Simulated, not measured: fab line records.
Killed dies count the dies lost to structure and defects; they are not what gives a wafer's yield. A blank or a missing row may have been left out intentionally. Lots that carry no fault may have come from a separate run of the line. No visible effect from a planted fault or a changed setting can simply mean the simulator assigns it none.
Check for tools in common :: flow berkeley-cmos170 :: Sample size 14 lots and 48 wafers

REASON FOR OPENING
Of 14 lots, 2 have the reading GATE_POLY_THK flagged at UCB170_GATE_THK_MEAS_05. Wafers without a fault read 214.8 nm, standard deviation 1.5.
Rule: flag the lot when none of its wafers has a number, or when each of its wafers that has one lies beyond 4 standard deviations from that mean. The rest of the lots are taken to be sound.

lot: L466
measured: day 7 07:08
on: film-metro-02
GATE_POLY_THK (nm), wafer by wafer: 214.2 213.4 212.8
flag: 

lot: L467
measured: day 7 07:09
on: film-metro-01
GATE_POLY_THK (nm), wafer by wafer: 217.2 214.9 215.8
flag: 

lot: L468
measured: day 7 20:35
on: film-metro-04
GATE_POLY_THK (nm), wafer by wafer: 214.3 212.9 213.4
flag: 

lot: L469
measured: day 8 06:55
on: film-metro-02
GATE_POLY_THK (nm), wafer by wafer: 215.6 213.4 215.4
flag: 

lot: L470
measured: day 8 06:55
on: film-metro-04
GATE_POLY_THK (nm), wafer by wafer: 215.5 214.4 216.5
flag: 

lot: L471
measured: day 8 06:59
on: film-metro-04
GATE_POLY_THK (nm), wafer by wafer: 214.7 214.9 215.9
flag: 

lot: L474
measured: day 8 21:34
on: film-metro-01
GATE_POLY_THK (nm), wafer by wafer: 218.8 218.1 218.4
flag: 

lot: L473
measured: day 8 21:35
on: film-metro-04
GATE_POLY_THK (nm), wafer by wafer: 213.7 216.7 214.9
flag: 

lot: L476
measured: day 9 07:23
on: film-metro-01
GATE_POLY_THK (nm), wafer by wafer: 213.5 214.9 212.0
flag: 

lot: L477
measured: day 9 07:23
on: film-metro-02
GATE_POLY_THK (nm), wafer by wafer: 214.2 214.4 212.6
flag: 

lot: L475
measured: day 9 07:24
on: film-metro-04
GATE_POLY_THK (nm), wafer by wafer: 214.4 215.0 213.4
flag: 

lot: L478
measured: day 9 21:30
on: film-metro-04
GATE_POLY_THK (nm), wafer by wafer: 214.9 216.2 214.3
flag: 

lot: L487
measured: day 11 18:19
on: film-metro-04
GATE_POLY_THK (nm), wafer by wafer: 174.0 173.1 173.6 173.9 173.1 173.7
flag: FLAGGED

lot: L488
measured: day 11 18:21
on: film-metro-01
GATE_POLY_THK (nm), wafer by wafer: 173.1 173.5 173.8 173.1 173.5 173.8
flag: FLAGGED
The numbers of the flagged lots are 173.5 nm on average: -41.3 nm against the usual, or -28 standard deviations.

TOOL THAT RAN EACH LOT
The record holds 1 process step before the reading, out of a route of 331 steps. Each cell gives the tool, then ch followed by the chambers the sampled wafers passed through, then the start.
lot: L466
flag: 
UCB170_GATE_CVD_04: lpcvd-02 ch 0, day 7 05:02

lot: L467
flag: 
UCB170_GATE_CVD_04: lpcvd-02 ch 0, day 7 05:02

lot: L468
flag: 
UCB170_GATE_CVD_04: lpcvd-02 ch 1, day 7 19:11

lot: L469
flag: 
UCB170_GATE_CVD_04: lpcvd-02 ch 0, day 8 05:31

lot: L470
flag: 
UCB170_GATE_CVD_04: lpcvd-02 ch 0, day 8 05:31

lot: L471
flag: 
UCB170_GATE_CVD_04: lpcvd-02 ch 1, day 8 05:31

lot: L474
flag: 
UCB170_GATE_CVD_04: lpcvd-02 ch 1, day 8 20:10

lot: L473
flag: 
UCB170_GATE_CVD_04: lpcvd-02 ch 0, day 8 20:10

lot: L476
flag: 
UCB170_GATE_CVD_04: lpcvd-01 ch 1, day 9 05:58

lot: L477
flag: 
UCB170_GATE_CVD_04: lpcvd-01 ch 1, day 9 05:58

lot: L475
flag: 
UCB170_GATE_CVD_04: lpcvd-01 ch 0, day 9 05:58

lot: L478
flag: 
UCB170_GATE_CVD_04: lpcvd-01 ch 0, day 9 20:04

lot: L487
flag: FLAGGED
UCB170_GATE_CVD_04: lpcvd-01 ch 1, day 11 16:55

lot: L488
flag: FLAGGED
UCB170_GATE_CVD_04: lpcvd-01 ch 1, day 11 16:55
What is done by these steps:
- UCB170_GATE_CVD_04: deposits poly-Si from SiH4, time 1440 s, target thk 214 nm.
- UCB170_GATE_THK_MEAS_05

FLAGGED OVER TOTAL, TOOL BY TOOL (the gauges that took the reading come last)
step: UCB170_GATE_CVD_04
tool: lpcvd-01
lots run: 6
flagged: 2
share of the flagged lots: all
sound lots run after its first flagged lot: 0

step: UCB170_GATE_CVD_04
tool: lpcvd-02
lots run: 8
flagged: 0
share of the flagged lots: none
sound lots run after its first flagged lot: -

step: UCB170_GATE_THK_MEAS_05
tool: film-metro-01
lots run: 4
flagged: 1
share of the flagged lots: some
sound lots run after its first flagged lot: 0

step: UCB170_GATE_THK_MEAS_05
tool: film-metro-02
lots run: 3
flagged: 0
share of the flagged lots: none
sound lots run after its first flagged lot: -

step: UCB170_GATE_THK_MEAS_05
tool: film-metro-04
lots run: 7
flagged: 1
share of the flagged lots: some
sound lots run after its first flagged lot: 0

WHAT THE TABLE PERMITS
All flagged lots share 1 row of the table, namely lpcvd-01 at UCB170_GATE_CVD_04.
- lpcvd-01 at UCB170_GATE_CVD_04 ran 6 lots, 2 of them flagged. Last sound lot L478 at day 9 20:04, first flagged lot L487 at day 11 16:55; a fault beginning in between fits. Its own readings lie more than 4 standard deviations out on every wafer of the flagged lots: sih4-flow-sccm.
Left over: one tool, lpcvd-01 at UCB170_GATE_CVD_04.

WHAT THE SIMULATOR HAD INSERTED
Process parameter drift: lpcvd-01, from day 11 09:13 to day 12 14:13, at UCB170_GATE_CVD_04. Setting sih4-flow-sccm shifted by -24 from 120. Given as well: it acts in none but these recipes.
Lots struck among those shown: L487, L488. The same result came from the rule above.
